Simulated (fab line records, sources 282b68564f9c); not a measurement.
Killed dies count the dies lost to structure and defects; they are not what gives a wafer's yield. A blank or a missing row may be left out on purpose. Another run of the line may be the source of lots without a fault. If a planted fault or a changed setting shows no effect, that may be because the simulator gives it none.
Struck lot and sound lot, side by side / flow rit cmos / 15 steps out of a route of 202
Sound: these wafers, L153.1, L153.4, L153.5. Struck: wafers L173.2, L173.3 (left out: L173.1, a lot-mate that was not struck); the cause follows at the end.
At each step with rows: each side's tool, then ch and its chambers, then its first start. Under that, the readings that differ: sound wafers / struck wafers / difference of the means / sigmas: that difference in standard deviations of wafers without a fault.
alike: a reading whose means differ by less than 2 such deviations, as well as words and numbers matching on both sides. not compared: withheld readings; readings where some wafer has no value; bounds like >300 that might hide an equal value; numbers whose values overlap and for which the record gives no deviation.
A row with sigmas, a row that says differs or no value, or rows on one side alone: a step with any of these is where the two part. When numbers do not overlap yet have no deviation, they are printed without sigmas and do not part them. A reading missing from all wafers of one side parts the sides only when that side holds two or more wafers.

RIT_M1_SPUTTER_00: material Al, target thk 400 nm, time 500 s.
  struck on pvd sputter-04, day 7 10:47; sound on pvd sputter-02, day 3 05:09
  alike: substrate temp c, throttle valve pct
RIT_M1_RS_MEAS_01: uses a four-point probe to measure.
  struck on film metro-02, day 7 11:07; sound on film metro-02, day 3 05:26
  alike: M1_AL_RS
RIT_M1_THK_MEAS_02: measures by xrf.
  struck on film metro-02, day 7 11:14; sound on film metro-02, day 3 05:34
  alike: M1_AL_THK
then, 6 steps without rows for these wafers: RIT_M1_HMDS_03 (prime time 60 s); RIT_M1_COAT_04 (resist thk 1300 nm); RIT_M1_SOFTBAKE_05 (time 60 s); RIT_M1_EXPOSE_06 (exposes mask M12, target cd 2600 nm); RIT_M1_PEB_07; RIT_M1_DEVELOP_08 (develop time 68 s).
RIT_M1_CD_MEAS_09: target cd 2600 nm.
  struck on cd sem-02, day 7 12:10; sound on cd sem-02, day 3 06:30
reading=cd nm (nm); sound=2597.5 2597.5 2597.6; struck=2603.4 2602.6; difference=+5.5; sigmas=+2
RIT_M1_OVL_MEAS_10:
  struck on overlay-02, day 7 12:17; sound on overlay-01, day 3 06:37
reading=M1_OVL (nm); sound=1.2 2.1 -0.7; struck=-3.2 -3.0; difference=-4.0; sigmas=-2
then, 1 step without rows for these wafers: RIT_M1_HARDBAKE_11 (time 120 s).
RIT_M1_METAL_ETCH_12: etches Al in Cl2/BCl3, stops on SiO2, time 165 s, target depth 600 nm.
  sound on rie metal-04 ch 0,1, day 3 06:55; struck on rie metal-03 ch 1, day 7 12:35
reading=model.NOVOLAK_of_M1_COAT_04.thk nm (nm); sound=809.5 804.7 813.7; struck=698.7 701.8; difference=-109.1; sigmas=
reading=model.M1.feature depth nm (nm); sound=431.3 433.4 436.1; struck=443.6 448.2; difference=+12.3; sigmas=
reading=model.SiO2_of_CONTACT_CVD_00.thk nm (nm); sound=369.7 372.7 375.5; struck=359.1 357.6; difference=-14.3; sigmas=
  alike: drypump motor current A, he backside leak sccm, oes product au, throttle valve pct
  not compared: rf hours counter h
then, 1 step without rows for these wafers: RIT_M1_STRIP_13 (strips in nmp, time 600 s).
RIT_M1_PROBE_99:
  rows exist in the record for the struck wafers here (prober-01, day 7 14:53), but not for the sound ones

== WHERE THEY PART ==
Earliest at RIT_M1_CD_MEAS_09; latest, in this record, at RIT_M1_PROBE_99.

WHY: whatever the simulator had introduced
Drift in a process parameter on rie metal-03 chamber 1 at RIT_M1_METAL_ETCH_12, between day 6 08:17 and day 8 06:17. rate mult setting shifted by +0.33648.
